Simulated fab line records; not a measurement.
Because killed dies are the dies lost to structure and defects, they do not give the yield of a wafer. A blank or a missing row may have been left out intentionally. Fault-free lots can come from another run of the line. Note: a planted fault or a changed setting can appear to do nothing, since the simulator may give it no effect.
What tool caused it? -- flow berkeleyCmos170 -- 7 lots with 21 wafers sampled at 4 steps, on a route of 331 steps

## WHAT EACH GAUGE READ, for each wafer
UCB170_V2_BOW_MEAS_03.
lot,measured,on,V2_BOW (um)
L412,day 8 01:20,filmMetro-04,30 35 28
L422,day 10 13:02,filmMetro-03,66 65 49 - - -
L424,day 10 18:41,filmMetro-01,38 37 36
L427,day 11 06:46,filmMetro-03,46 43 29
L428,day 11 20:13,filmMetro-01,36 48 36
L433,day 12 06:09,filmMetro-01,32 43 32
L434,day 12 10:34,filmMetro-01,38 32 32

## EACH LOT AND THE TOOL THAT RAN IT (in order: tool; ch and the chambers of the sampled wafers; start)
lot,UCB170_M1_ETCH_11,UCB170_M2_ETCH_17,UCB170_V2_CMP_02
L412,"rieDiel-04 ch 1,2, day 7 13:21","rieDiel-02 ch 0,1,2, day 8 00:22","cmp-02 ch 1,2, day 8 01:02"
L422,"rieDiel-03 ch 1,3, day 10 00:01","rieDiel-01 ch 1,3, day 10 12:03","cmp-01 ch 0,1, day 10 12:43"
L424,"rieDiel-02 ch 0,2,3, day 10 06:00","rieDiel-01 ch 0,1,3, day 10 17:43","cmp-02 ch 0,1,2, day 10 18:23"
L427,"rieDiel-02 ch 1,2, day 10 18:18","rieDiel-03 ch 0,2,3, day 11 05:40","cmp-02 ch 0,1,3, day 11 06:28"
L428,"rieDiel-04 ch 0,3, day 11 08:53","rieDiel-03 ch 2,3, day 11 19:10","cmp-01 ch 0,3, day 11 19:55"
L433,"rieDiel-04 ch 0,1,3, day 11 18:10","rieDiel-01 ch 0,2,3, day 12 05:10","cmp-01 ch 0,2,3, day 12 05:50"
L434,"rieDiel-03 ch 1,2,3, day 11 23:48","rieDiel-01 ch 0,1,3, day 12 09:35","cmp-02 ch 1,2,3, day 12 10:15"
- UCB170_M1_ETCH_11: etches BARC in N2/H2.
- UCB170_M2_ETCH_17: etches BARC in N2/H2.
- UCB170_V2_CMP_02: polishes SiO2.

## THE ANSWER, worked out from the rows above alone
Rule: usual is defined by the lots themselves. Put in order of their means at a reading, lots are off if they are a third of the lots or fewer, leave a main group of 4 or more, and stand apart from it by a gap of 3 or more times the standard deviation of the main group's means; of several such gaps the widest counts. Not used: any main group whose means are identical at the precision the tables above print for the reading. Also off: a lot with no number at a reading for which 4 or more lots have one. Any other lot the step has rows for is counted as sound.
Off: L422, seen at UCB170_V2_BOW_MEAS_03 (V2_BOW). For the main group the mean is 36 um and the standard deviation 3.1.
If a tool, at a process step before that reading, ran all the lots that are off and no sound lot after the first of them, it fits. Those tools and the gauges at UCB170_V2_BOW_MEAS_03 are tried in the same way. No candidate that was tried fits.

## WHAT HAD BEEN PUT IN BY THE SIMULATOR
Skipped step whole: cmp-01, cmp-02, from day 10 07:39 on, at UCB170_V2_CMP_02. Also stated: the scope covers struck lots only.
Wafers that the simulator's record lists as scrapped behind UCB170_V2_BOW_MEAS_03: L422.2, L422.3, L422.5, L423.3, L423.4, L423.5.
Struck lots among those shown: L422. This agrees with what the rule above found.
